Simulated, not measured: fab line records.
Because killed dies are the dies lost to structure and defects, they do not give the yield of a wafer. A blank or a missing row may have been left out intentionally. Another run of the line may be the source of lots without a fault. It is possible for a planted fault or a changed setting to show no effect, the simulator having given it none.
A struck lot beside a sound one ; flow ritCmos ; 27 out of 202 route steps
Sound: wafers L256.1, L256.2, L256.5. Wafers L265.1, L265.2, L265.4 were the ones struck. Last of all comes the cause.
Each step with rows lists, per side, the tool, then ch with its chambers, then its first start. Under that, the readings that differ: sound wafers ; struck wafers ; difference of the means ; sigmas: that difference in standard deviations of wafers without a fault.
alike: readings whose means differ by less than 2 such deviations, and words and numbers that are the same on both sides. not compared: withheld readings, readings that some wafer has no value for, bounds like >300 that may hide the same value, and numbers for which the record gives no deviation and whose values overlap.
A row with sigmas, a row that says differs or no value, or rows on one side alone: a step with any of these is where the two part. Numbers that have no deviation but don't overlap get no sigmas and don't part them. A reading missing from all wafers of one side parts the sides only when that side holds two or more wafers.

RIT_ACTIVE_BOW_MEAS_00:
  sound: filmMetro-01 at day 1 15:00; struck: filmMetro-03 at day 3 12:00
  alike: INCOMING_BOW
then, 1 step without rows for these wafers: RIT_ACTIVE_OXIDATION_01 (target thk 46.8 nm, ox time 3360 s).
RIT_ACTIVE_THK_MEAS_02:
  sound: filmMetro-03 at day 1 18:32; struck: filmMetro-03 at day 3 14:41
reading;sound;struck;difference;sigmas
ACTIVE_OXIDE_THK (nm);46.4 45.5 46.8;48.3 47.9 48.6;+2.0;+2
RIT_ACTIVE_CVD_03: deposits Si3N4 from SiH2Cl2/NH3, target thk 150 nm, time 1500 s.
  sound on lpcvd-01 ch 1, day 1 18:36; struck on lpcvd-01 ch 1, day 3 14:53
reading;sound;struck;difference;sigmas
model.Si3N4_of_ACTIVE_CVD_03.thkNm (nm);150.8 151.8 150.9;145.2 145.5 145;-5.9;
RIT_ACTIVE_THK_MEAS_04:
  sound: filmMetro-03 at day 1 20:01; struck: filmMetro-03 at day 3 16:19
reading;sound;struck;difference;sigmas
ACTIVE_NITRIDE_THK (nm);150.8 151.7 150.9;145.2 145.7 144.9;-5.9;-4
then, 6 steps without rows for these wafers: RIT_ACTIVE_HMDS_05 (prime time 60 s); RIT_ACTIVE_COAT_06 (resist thk 1000 nm); RIT_ACTIVE_SOFTBAKE_07 (time 60 s); RIT_ACTIVE_EXPOSE_08 (exposes mask M1, target cd 1400 nm); RIT_ACTIVE_PEB_09; RIT_ACTIVE_DEVELOP_10 (develop time 50 s).
RIT_ACTIVE_CD_MEAS_11: the cd target is 1400 nm.
  sound: cdSem-01 at day 1 20:56; struck: cdSem-01 at day 3 17:20
  alike: cdNm
then, 1 step without rows for these wafers: RIT_ACTIVE_HARDBAKE_12 (time 60 s).
RIT_ACTIVE_ETCH_13: etches Si3N4 in SF6, stops on SiO2, time 210 s, target depth 210 nm.
  sound on rieDiel-01 ch 1,2,3, day 1 21:12; struck on rieDiel-03 ch 0,1,2, day 3 17:37
reading;sound;struck;difference;sigmas
model.ACTIVE.featureDepthNm (nm);151.3 155.2 150.9;145.8 148.5 146.1;-5.7;
model.etch.depthNm (nm);150.8 151.8 150.9;145.2 145.5 145;-5.9;
  alike: drypumpMotorCurrentA, oesProductAu, throttleValvePct
  not compared: rfHoursCounterH
RIT_ACTIVE_STRIP_14: strips in O2, time 180 s.
  sound on plasmaAsher-04 ch 0,1, day 1 21:20; struck on plasmaAsher-02 ch 0,1, day 3 17:45
  alike: drypumpMotorCurrentA
  not compared: rfHoursCounterH
RIT_ACTIVE_CD_MEAS_90: the cd target is 1400 nm.
  sound: cdSem-01 at day 1 21:30; struck: cdSem-01 at day 3 17:55
  alike: cdNm
then, 4 steps without rows for these wafers: RIT_ACTIVE_CLEAN_15 (cleans in SC1, time 600 s); RIT_ACTIVE_CLEAN_16 (cleans in dHF, time 30 s); RIT_ACTIVE_CLEAN_17 (cleans in SC2, time 600 s); RIT_FOX1_OXIDATION_00 (target thk 350.7 nm, ox time 1130 s).
RIT_FOX1_THK_MEAS_01:
  sound: filmMetro-01 at day 1 23:52; struck: filmMetro-01 at day 3 20:44
  alike: FOX1_OXIDE_THK
then, 2 steps without rows for these wafers: RIT_FOX1_WET_ETCH_02 (etches SiO2 in BOE, target depth 350 nm, time 390 s); RIT_FOX2_OXIDATION_00 (target thk 350.7 nm, ox time 1130 s).
RIT_FOX2_THK_MEAS_01:
  sound: filmMetro-04 at day 2 01:31; struck: filmMetro-04 at day 3 22:51
  alike: FOX2_OXIDE_THK
RIT_FOX2_CLEAN_02: cleans in dHF, time 180 s.
  sound on wetBench-04 ch 2, day 2 01:35; struck on wetBench-03 ch 1, day 3 22:55
reading;sound;struck;difference;sigmas
model.Si3N4_of_ACTIVE_CVD_03.thkNm (nm);131.6 132.5 131.7;125.8 126.2 125.7;-6.0;
then, 1 step without rows for these wafers: RIT_FOX2_WET_ETCH_03 (etches Si3N4 in H3PO4, target depth 195 nm, time 2801 s).
RIT_M1_PROBE_99:
  sound: prober-01 at day 3 18:27; struck: prober-01 at day 5 16:10
  alike: killedAtFrontEnd, killedDies, killedOnRim, killedOpen, killedShort

WHERE THEY PART
First at RIT_ACTIVE_THK_MEAS_02; last, within this record, at RIT_ACTIVE_THK_MEAS_04. Later steps at which nothing parts them and some readings are alike: RIT_ACTIVE_CD_MEAS_11, RIT_ACTIVE_ETCH_13, RIT_ACTIVE_STRIP_14, RIT_ACTIVE_CD_MEAS_90, RIT_FOX1_THK_MEAS_01, RIT_FOX2_THK_MEAS_01, RIT_M1_PROBE_99.

WHY: what the simulator had put in
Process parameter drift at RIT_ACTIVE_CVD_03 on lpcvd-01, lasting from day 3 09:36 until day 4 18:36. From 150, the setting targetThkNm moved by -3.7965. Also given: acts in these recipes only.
